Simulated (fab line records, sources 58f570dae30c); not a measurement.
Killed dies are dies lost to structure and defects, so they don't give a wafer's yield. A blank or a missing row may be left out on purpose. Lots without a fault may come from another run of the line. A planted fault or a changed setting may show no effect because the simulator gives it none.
Chamber matching | flow berkeley_cmos170 | UCB170_CONTACT_ETCH_17 on rie_diel-03: 4 sister chambers
The step etches BARC in N2/H2. 4 wafers are shown with their chamber, then 7 later ones without.

WAFERS WITH THEIR CHAMBER
wafer  | chamber | throttle_valve_pct (%)
L589.4 | 1       | 13.23
L589.6 | 0       | 13.23
L593.2 | 3       | 13.50
L593.3 | 2       | 13.45

WAFERS WITHOUT THEIR CHAMBER
wafer  | throttle_valve_pct (%)
L593.4 | 13.24
L590.1 | 13.51
L590.2 | 13.46
L590.5 | 13.23
L598.1 | 13.46
L598.2 | 13.22
L598.4 | 13.22

WHICH CHAMBER EACH WENT THROUGH
wafer  | from the rows above     | in truth
L593.4 | can't be placed: 0 or 1 | 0
L590.1 | 3                       | 3
L590.2 | 2                       | 2
L590.5 | can't be placed: 0 or 1 | 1
L598.1 | 2                       | 2
L598.2 | can't be placed: 0 or 1 | 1
L598.4 | can't be placed: 0 or 1 | 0
Placed correctly: 3 of 7. Can't be placed from these rows: 4 (the true chamber is among the candidates in 4). Placed wrongly: 0.
How it was worked out, from the rows above alone: a wafer's distance from a chamber is the root of the sum, over the readings, of the square of ((its reading less the chamber's mean) divided by the reading's scatter). The wafer belongs to the nearest chamber; if the next one is less than 2 further off, it can't be placed. A chamber's mean is the mean of its shown wafers. The scatter: with one shown wafer a chamber, the root of the mean of the squares of how far each hidden wafer lies from its nearest shown one.
